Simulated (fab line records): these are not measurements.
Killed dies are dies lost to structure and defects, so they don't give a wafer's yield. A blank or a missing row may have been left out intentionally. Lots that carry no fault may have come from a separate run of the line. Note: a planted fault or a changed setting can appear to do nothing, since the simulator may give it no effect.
Chamber matching :: flow berkeley_cmos170 :: UCB170_GATE_ETCH_15 on rie_si-02 has 4 sister chambers
The step etches poly-Si in HBr/Cl2, stops on SiO2, time 56.3 s, target depth 278.2 nm. 14 wafers are shown with their chamber, then 7 later ones without.

WAFERS WITH THEIR CHAMBER
wafer: L496.1
chamber: 2
throttle_valve_pct (%): 26.11
drypump_motor_current_A (A): 5.5
oes_product_au (a.u.): 0.851

wafer: L496.3
chamber: 1
throttle_valve_pct (%): 26.92
drypump_motor_current_A (A): 5.9
oes_product_au (a.u.): 0.831

wafer: L496.6
chamber: 2
throttle_valve_pct (%): 26.08
drypump_motor_current_A (A): 5.6
oes_product_au (a.u.): 0.863

wafer: L500.3
chamber: 1
throttle_valve_pct (%): 26.91
drypump_motor_current_A (A): 5.9
oes_product_au (a.u.): 0.826

wafer: L500.4
chamber: 0
throttle_valve_pct (%): 26.53
drypump_motor_current_A (A): 6.4
oes_product_au (a.u.): 0.837

wafer: L500.5
chamber: 2
throttle_valve_pct (%): 26.08
drypump_motor_current_A (A): 5.5
oes_product_au (a.u.): 0.846

wafer: L498.2
chamber: 2
throttle_valve_pct (%): 26.09
drypump_motor_current_A (A): 5.5
oes_product_au (a.u.): 0.841

wafer: L498.4
chamber: 0
throttle_valve_pct (%): 26.52
drypump_motor_current_A (A): 6.3
oes_product_au (a.u.): 0.837

wafer: L498.5
chamber: 3
throttle_valve_pct (%): 26.16
drypump_motor_current_A (A): 5.9
oes_product_au (a.u.): 0.812

wafer: L502.3
chamber: 0
throttle_valve_pct (%): 26.53
drypump_motor_current_A (A): 6.4
oes_product_au (a.u.): 0.834

wafer: L502.4
chamber: 2
throttle_valve_pct (%): 26.09
drypump_motor_current_A (A): 5.5
oes_product_au (a.u.): 0.850

wafer: L502.6
chamber: 2
throttle_valve_pct (%): 26.09
drypump_motor_current_A (A): 5.5
oes_product_au (a.u.): 0.839

wafer: L503.1
chamber: 3
throttle_valve_pct (%): 26.15
drypump_motor_current_A (A): 5.8
oes_product_au (a.u.): 0.820

wafer: L503.4
chamber: 1
throttle_valve_pct (%): 26.91
drypump_motor_current_A (A): 5.9
oes_product_au (a.u.): 0.820

SIGNATURES (averages over the wafers above)
reading: throttle_valve_pct
chamber 0: 26.5267
chamber 1: 26.9133
chamber 2: 26.0900
chamber 3: 26.1550
scatter within a chamber: 0.00885

reading: drypump_motor_current_A
chamber 0: 6.367
chamber 1: 5.900
chamber 2: 5.517
chamber 3: 5.850
scatter within a chamber: 0.0447

reading: oes_product_au
chamber 0: 0.83600
chamber 1: 0.82567
chamber 2: 0.84833
chamber 3: 0.81600
scatter within a chamber: 0.00686
Rule: a wafer's distance from a chamber is the root of the sum, over the readings, of the square of ((its reading less the chamber's mean) divided by the reading's scatter). If the next closest chamber is less than 2 further off than the closest, the wafer can't be placed; otherwise it belongs to the closest. The scatter is the square root of a quotient: the sum, over the shown wafers, of each reading's squared deviation from its chamber's mean, divided by wafers minus chambers.

WAFERS WITHOUT THEIR CHAMBER
wafer: L503.5
throttle_valve_pct (%): 26.16
drypump_motor_current_A (A): 5.8
oes_product_au (a.u.): 0.825

wafer: L508.1
throttle_valve_pct (%): 26.91
drypump_motor_current_A (A): 5.9
oes_product_au (a.u.): 0.816

wafer: L508.2
throttle_valve_pct (%): 26.09
drypump_motor_current_A (A): 5.5
oes_product_au (a.u.): 0.848

wafer: L508.6
throttle_valve_pct (%): 26.91
drypump_motor_current_A (A): 5.9
oes_product_au (a.u.): 0.814

wafer: L512.1
throttle_valve_pct (%): 26.92
drypump_motor_current_A (A): 5.9
oes_product_au (a.u.): 0.806

wafer: L512.3
throttle_valve_pct (%): 26.14
drypump_motor_current_A (A): 5.9
oes_product_au (a.u.): 0.821

wafer: L512.4
throttle_valve_pct (%): 26.60
drypump_motor_current_A (A): 6.4
oes_product_au (a.u.): 0.842

EACH ONE'S CHAMBER
wafer: L503.5
from the rows above: 3
in truth: 3

wafer: L508.1
from the rows above: 1
in truth: 1

wafer: L508.2
from the rows above: 2
in truth: 2

wafer: L508.6
from the rows above: 1
in truth: 1

wafer: L512.1
from the rows above: 1
in truth: 1

wafer: L512.3
from the rows above: 3
in truth: 3

wafer: L512.4
from the rows above: 0
in truth: 0
Correctly placed: 7 of 7. From these rows, 0 cannot be placed. Number placed wrongly: 0.
